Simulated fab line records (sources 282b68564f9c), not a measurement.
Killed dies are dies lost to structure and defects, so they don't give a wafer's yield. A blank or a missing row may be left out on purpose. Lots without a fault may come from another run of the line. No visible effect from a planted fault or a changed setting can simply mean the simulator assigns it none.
Lot-split experiment -- flow rit cmos -- on a route of 202 steps: 5 lots, 23 wafers read

## THE SPLIT ITSELF
At RIT_PWELL_COAT_01 (resist thk 1300 nm), the setting spin rpm was moved away from the recipe's 2000 rpm on 8 of the 23 wafers read, by -7.3% to +6.0%. All remaining wafers had this setting at the recipe value.

## FROM THE SPLIT TO THE READING: what the file shows between them, 3 steps
- RIT_PWELL_SOFTBAKE_02: time 60 s
- RIT_PWELL_EXPOSE_03: exposes mask M3, target cd 43700 nm
- RIT_PWELL_DEVELOP_05: develop time 68 s

## THE READING
NOVOLAK_of_PWELL_COAT_01.thk nm (the simulator's own value, which no gauge read), in nm, at RIT_PWELL_HARDBAKE_07 (time 120 s). No usual value for it is given in the file. The 15 wafers here that ran the recipe average 1137 nm, standard deviation 2.4 nm.

wafer,"tool, chamber at the split","spin rpm as run, rpm",against the recipe,"NOVOLAK_of_PWELL_COAT_01.thk nm, nm",against lot-mates on the recipe
L075.1,"litho track-03, 0",2046,+2.3%,1123,-12
L075.2,"litho track-03, 0",2046,+2.3%,1124,-11
L075.3,"litho track-03, 0",2000,recipe,1137,-
L075.4,"litho track-03, 0",2000,recipe,1133,-
L075.6,"litho track-03, 0",2000,recipe,1136,-
L076.1,"litho track-01, 0",2000,recipe,1140,-
L076.5,"litho track-01, 0",2000,recipe,1140,-
L076.2,"litho track-01, 0",2000,recipe,1141,-
L076.4,"litho track-01, 0",1855,-7.3%,1186,+46
L076.6,"litho track-01, 0",1855,-7.3%,1184,+44
L083.1,"litho track-03, 0",2000,recipe,1137,-
L083.4,"litho track-03, 0",2000,recipe,1139,-
L083.6,"litho track-03, 0",2000,recipe,1136,-
L084.1,"litho track-03, 0",2000,recipe,1140,-
L084.2,"litho track-03, 0",2000,recipe,1140,-
L084.4,"litho track-03, 0",2119,+6.0%,1104,-35
L084.5,"litho track-03, 0",2119,+6.0%,1103,-36
L084.6,"litho track-03, 0",2000,recipe,1137,-
L085.1,"litho track-03, 0",1912,-4.4%,1157,+22
L085.2,"litho track-03, 0",1912,-4.4%,1162,+27
L085.3,"litho track-03, 0",2000,recipe,1136,-
L085.4,"litho track-03, 0",2000,recipe,1134,-
L085.6,"litho track-03, 0",2000,recipe,1135,-

FIT RESULTS
A straight line over all 23 wafers: NOVOLAK_of_PWELL_COAT_01.thk nm changes by -6 nm for each +1% of spin rpm; r = -0.99; the points scatter about the line by 2.9 nm.
The same after taking each lot's own level away (the mean of its wafers on the recipe; 23 wafers): -5.95 nm for each +1%; r = -1.00; scatter 1.6 nm.
The reading moves by 43 nm for the largest change in spin rpm, on that fit.
Measured against the standard deviation above, the lots' own levels, which go from 1135.0 to 1140.3 nm, span 2.2 times it.
The two slopes agree, so the slope changes little with the lot-to-lot level.
Check: with one of the wafers moved furthest among these (-7.3%) left out of the fit, the line predicts +42.4 nm for it against its lot-mates. Against them it came out at +45.7 nm.

## OTHER SPLITS ON THESE WAFERS
These wafers also went through other splits before the reading. Each is held against what the fit with the lots' levels taken away leaves over:
other split on the same wafers,wafers away from the commonest value,r with NOVOLAK_of_PWELL_COAT_01.thk nm (lot level and that fit taken away)
RIT_ACTIVE_OXIDATION_01 ox time s,18,-0.31
RIT_ACTIVE_SOFTBAKE_07 temp c,10,+0.04
RIT_ACTIVE_DEVELOP_10 develop time s,7,-0.11
RIT_NWELL_COAT_01 spin rpm,11,+0.24
RIT_NWELL_HARDBAKE_07 temp c,7,-0.44

## THE WHOLE CHAIN: every reading that the file lists as answering this split, in the file's order
step,what it does,reading,change (the file's fit),r (the file's)
RIT_PWELL_COAT_01,resist thk 1300 nm,"NOVOLAK_of_PWELL_COAT_01.thk nm (the simulator's own value, which no gauge read)",-6.9 nm for each +1% of the setting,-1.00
RIT_PWELL_HARDBAKE_07,time 120 s,"NOVOLAK_of_PWELL_COAT_01.thk nm (the simulator's own value, which no gauge read)",-5.94 nm for each +1% of the setting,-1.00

## FILE'S OWN FIT
NOVOLAK_of_PWELL_COAT_01.thk nm changes by -5.94 nm for each +1% of spin rpm, r = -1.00.
